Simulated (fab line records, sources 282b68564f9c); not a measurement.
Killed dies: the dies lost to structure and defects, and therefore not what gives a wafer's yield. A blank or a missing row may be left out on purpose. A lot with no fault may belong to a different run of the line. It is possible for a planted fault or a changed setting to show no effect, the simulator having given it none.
2 desks, one fault / flow rit-cmos / numbers are kept per desk, each desk with only its own; the story behind them comes last

## DESK OF THE TOOL OWNER: implanter-01
For each lot that ran on this tool, the mean over its sampled wafers that have a number, from the tool's own readings at RIT_NSD_IMPLANT_08. Marked OUT: a lot whose mean sits more than 4 standard deviations from the usual mean, which makes it out of limits; the brackets give that distance.
Columns: A = beam-energy-keV at RIT_NSD_IMPLANT_08, usual 25.000
lot=L866; first seen here=day 2 22:31; A=24.995
lot=L871; first seen here=day 4 01:26; A=25.005
lot=L872; first seen here=day 4 04:19; A=25.004
lot=L876; first seen here=day 5 01:06; A=22.488 (-99 or more) OUT
lot=L877; first seen here=day 5 05:59; A=22.492 (-99 or more) OUT
Finding of this desk: L876, L877 out of limits; the first was L876 at day 5 01:06, on beam-energy-keV at RIT_NSD_IMPLANT_08. Within limits: L866, L871, L872.

## AT THE METROLOGY DESK
Means of the sampled wafers that have a number, per lot and without regard to the tool the lot ran on: this is what the gauges read. Marked OUT: a lot whose mean sits more than 4 standard deviations from the usual mean, which makes it out of limits; the brackets give that distance.
Columns: A = NSD_TW at RIT_NSD_TW_MEAS_10, usual 3084; B = NSD_RS at RIT_SDANNEAL_RS_MEAS_05, usual 85.23 ohm/sq
lot=L866; first seen here=day 2 22:50; A=3084; B=84.97
lot=L868; first seen here=day 3 10:16; A=3073; B=85.59
lot=L869; first seen here=day 3 15:11; A=3079; B=85.17
lot=L870; first seen here=day 3 20:57; A=3076; B=85.43
lot=L871; first seen here=day 4 01:43; A=3074; B=85.36
lot=L872; first seen here=day 4 04:38; A=3107; B=85.29
lot=L876; first seen here=day 5 01:24; A=3008; B=86.31 (+4.2) OUT
lot=L877; first seen here=day 5 06:18; A=3004; B=86.08
lot=L881; first seen here=day 6 05:36; A=3094; B=85.48
lot=L882; first seen here=day 6 07:46; A=3104; B=85.22
lot=L883; first seen here=day 6 13:00; A=3112; B=85.21
lot=L884; first seen here=day 6 19:32; A=3067; B=85.13
lot=L887; first seen here=day 7 12:06; A=3111; B=85.12
lot=L888; first seen here=day 7 14:40; A=3060; B=85.34
This desk finds L876 out of limits, with the earliest case on L876 at day 5 03:37 (NSD_RS at RIT_SDANNEAL_RS_MEAS_05). Within limits: L866, L868, L869, L870, L871, L872, L877, L881, L882, L883, L884, L887, L888.

## BROUGHT TOGETHER
On L876, L877, at day 5 01:06, an alarm was possible from the tool owner's desk.
An alarm was possible from the metrology desk at day 5 03:37, on L876.
The metrology desk holds a record of L877, inside its limits.
All the named lots went through RIT_NSD_IMPLANT_08 on implanter-01.

## WHAT THE SIMULATOR HAD INSERTED
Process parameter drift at RIT_NSD_IMPLANT_08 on implanter-01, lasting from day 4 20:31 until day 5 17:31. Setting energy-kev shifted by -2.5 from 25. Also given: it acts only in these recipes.
Struck lots among those shown: L876, L877.
Counting hours from when the fault started, the first reading out of limits came at 5 for the tool owner's desk and at 7 for the metrology desk.
